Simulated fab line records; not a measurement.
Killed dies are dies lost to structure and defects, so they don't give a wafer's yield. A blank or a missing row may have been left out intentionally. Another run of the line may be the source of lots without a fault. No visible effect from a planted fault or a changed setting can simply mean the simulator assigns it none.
Which tool did it? + flow berkeley-cmos170 + 39 wafers from 13 lots sampled at 6 of the route's 331 steps

## WHAT EACH GAUGE READ, for each wafer
UCB170_NSD_OVL_MEAS_07.
| lot  | measured     | on         | NSD_OVL (nm) |
|------|--------------|------------|--------------|
| L921 | day 8 12:06  | overlay-02 | -4 -7 4      |
| L922 | day 8 12:23  | overlay-01 | 0 4 1        |
| L923 | day 8 12:55  | overlay-01 | 4 2 -1       |
| L924 | day 9 09:43  | overlay-01 | 2 -2 3       |
| L926 | day 9 13:31  | overlay-02 | -17 -3 3     |
| L927 | day 9 21:04  | overlay-01 | -4 -8 8      |
| L928 | day 9 21:18  | overlay-01 | 1 4 2        |
| L929 | day 10 08:59 | overlay-01 | 4 2 5        |
| L932 | day 10 20:49 | overlay-02 | 2 -2 1       |
| L938 | day 12 06:10 | overlay-01 | 0 -2 8       |
| L939 | day 12 19:13 | overlay-02 | -7 3 -1      |
| L943 | day 12 19:19 | overlay-01 | -6 -3 2      |
| L942 | day 13 05:05 | overlay-02 | 9 0 4        |

UCB170_CONTACT_CD_MEAS_15: the cd target is 700 nm.
| lot  | measured     | on        | cd-nm (nm)        |
|------|--------------|-----------|-------------------|
| L921 | day 8 19:01  | cd-sem-01 | 699.8 700.2 700.2 |
| L922 | day 8 18:32  | cd-sem-01 | 699.2 698.4 698.2 |
| L923 | day 8 20:35  | cd-sem-01 | 699.1 699.3 698.2 |
| L924 | day 9 16:47  | cd-sem-01 | 699.7 699.7 700.0 |
| L926 | day 9 20:10  | cd-sem-01 | 700.0 700.1 700.2 |
| L927 | day 10 06:20 | cd-sem-02 | 699.5 698.9 699.4 |
| L928 | day 10 06:52 | cd-sem-01 | 699.5 699.0 698.6 |
| L929 | day 10 19:44 | cd-sem-01 | 700.3 698.8 700.6 |
| L932 | day 11 03:05 | cd-sem-02 | 699.4 700.5 701.0 |
| L938 | day 12 12:16 | cd-sem-02 | 699.3 697.4 696.8 |
| L939 | day 13 05:05 | cd-sem-02 | 700.0 700.0 700.5 |
| L943 | day 13 05:20 | cd-sem-02 | 698.0 697.6 696.9 |
| L942 | day 13 12:03 | cd-sem-02 | 699.3 698.2 698.2 |

UCB170_M1_CD_MEAS_09: the cd target is 700 nm.
| lot  | measured     | on        | cd-nm (nm)        |
|------|--------------|-----------|-------------------|
| L921 | day 8 20:50  | cd-sem-01 | 699.0 698.8 697.6 |
| L922 | day 8 20:32  | cd-sem-02 | 698.4 697.9 698.9 |
| L923 | day 8 22:31  | cd-sem-01 | 700.1 699.4 699.4 |
| L924 | day 9 18:38  | cd-sem-02 | 700.0 700.7 699.1 |
| L926 | day 9 21:59  | cd-sem-01 | 701.3 700.3 701.3 |
| L927 | day 10 09:07 | cd-sem-01 | 698.7 698.8 697.6 |
| L928 | day 10 10:07 | cd-sem-02 | 698.7 699.3 698.9 |
| L929 | day 10 21:49 | cd-sem-02 | 616.2 616.5 616.8 |
| L932 | day 11 04:54 | cd-sem-02 | 703.0 703.5 703.3 |
| L938 | day 12 14:12 | cd-sem-02 | 700.6 701.0 701.5 |
| L939 | day 13 07:56 | cd-sem-01 | 701.5 701.7 700.8 |
| L943 | day 13 08:11 | cd-sem-01 | 701.4 699.7 699.7 |
| L942 | day 13 13:51 | cd-sem-02 | 700.9 701.7 700.1 |

UCB170_M1_OVL_MEAS_10.
| lot  | measured     | on         | M1_OVL (nm) |
|------|--------------|------------|-------------|
| L921 | day 8 20:56  | overlay-02 | 4 5 2       |
| L922 | day 8 20:38  | overlay-01 | 5 10 6      |
| L923 | day 8 22:38  | overlay-01 | -2 3 -3     |
| L924 | day 9 18:46  | overlay-01 | 2 2 0       |
| L926 | day 9 22:06  | overlay-01 | -1 -1 -4    |
| L927 | day 10 09:14 | overlay-01 | -1 3 3      |
| L928 | day 10 10:14 | overlay-02 | -4 -1 8     |
| L929 | day 10 21:56 | overlay-01 | -1 1 -5     |
| L932 | day 11 05:01 | overlay-02 | -3 -1 -7    |
| L938 | day 12 14:19 | overlay-01 | 2 -1 -1     |
| L939 | day 13 08:02 | overlay-02 | -4 -4 -10   |
| L943 | day 13 08:18 | overlay-01 | -12 -8 -13  |
| L942 | day 13 13:56 | overlay-01 | -6 -1 3     |

UCB170_M1_CD_MEAS_90: the cd target is 700 nm.
| lot  | measured     | on        | cd-nm (nm)        |
|------|--------------|-----------|-------------------|
| L921 | day 8 21:25  | cd-sem-01 | 698.8 700.0 697.1 |
| L922 | day 8 20:58  | cd-sem-01 | 698.0 695.3 693.8 |
| L923 | day 8 22:56  | cd-sem-01 | 699.2 698.3 698.1 |
| L924 | day 9 19:04  | cd-sem-02 | 700.1 702.0 699.6 |
| L926 | day 9 22:25  | cd-sem-01 | 701.2 703.6 704.5 |
| L927 | day 10 09:33 | cd-sem-01 | 696.8 699.8 697.5 |
| L928 | day 10 10:32 | cd-sem-01 | 697.9 698.3 697.8 |
| L929 | day 10 22:14 | cd-sem-01 | 616.8 613.5 614.4 |
| L932 | day 11 05:20 | cd-sem-02 | 705.5 706.4 705.6 |
| L938 | day 12 14:38 | cd-sem-02 | 701.8 700.8 704.7 |
| L939 | day 13 08:22 | cd-sem-02 | 696.7 699.9 699.7 |
| L943 | day 13 08:45 | cd-sem-02 | 700.0 700.5 702.7 |
| L942 | day 13 14:25 | cd-sem-01 | 702.0 703.0 698.9 |

## TOOL THAT RAN EACH LOT (tool first, then ch and the chambers of the sampled wafers, then the start)
| lot  | UCB170_M1_EXPOSE_06               |
|------|-----------------------------------|
| L921 | krf-scanner-02 ch 0, day 8 20:27  |
| L922 | krf-scanner-02 ch 0, day 8 20:05  |
| L923 | krf-scanner-01 ch 0, day 8 22:07  |
| L924 | krf-scanner-02 ch 0, day 9 18:12  |
| L926 | krf-scanner-01 ch 0, day 9 21:35  |
| L927 | krf-scanner-01 ch 0, day 10 08:23 |
| L928 | krf-scanner-02 ch 0, day 10 09:43 |
| L929 | krf-scanner-01 ch 0, day 10 21:25 |
| L932 | krf-scanner-01 ch 0, day 11 04:31 |
| L938 | krf-scanner-01 ch 0, day 12 13:49 |
| L939 | krf-scanner-01 ch 0, day 13 07:07 |
| L943 | krf-scanner-01 ch 0, day 13 07:25 |
| L942 | krf-scanner-01 ch 0, day 13 13:28 |
- UCB170_M1_EXPOSE_06: exposes mask METAL1, target cd 700 nm.

## WHAT THE TOOLS THEMSELVES READ (means of the sampled wafers that have a number; where no wafer has one, the mark that the record gives instead)
The record holds no such reading with a usual standard deviation.

## THE ANSWER, worked out from the rows above alone
Rule: usual is defined by the lots themselves. The widest of any qualifying gaps counts: lots, ordered by their means at a reading, are off when they make up no more than a third of the lots, leave a main group of 4 or more, and stand apart from it by 3 or more times the standard deviation of that group's means. A main group whose means are all the same, to the digits that the tables above print for the reading, isn't used. A lot without any number at a reading at which 4 lots or more have one is off too. Where the step has rows for the other lots, those lots are counted as sound. First the gauges in route order, then the tools' own readings, where a lot's mean is used as printed above. The first step at which some lot is off is used, and at that step the reading that is off furthest; a lot without a number counts as furthest.
Off, at UCB170_M1_CD_MEAS_09 on cd-nm: L929. The main group: mean 700.1 nm, standard deviation 1.4.
If a tool, at a process step before that reading, ran all the lots that are off and no sound lot after the first of them, it fits. The gauges at UCB170_M1_CD_MEAS_09 aren't tried: what is off there is off at UCB170_M1_CD_MEAS_90 too, on other tools, and a gauge's error can't cause that. Of those tried, none fits.

## WHAT THE SIMULATOR PUT IN
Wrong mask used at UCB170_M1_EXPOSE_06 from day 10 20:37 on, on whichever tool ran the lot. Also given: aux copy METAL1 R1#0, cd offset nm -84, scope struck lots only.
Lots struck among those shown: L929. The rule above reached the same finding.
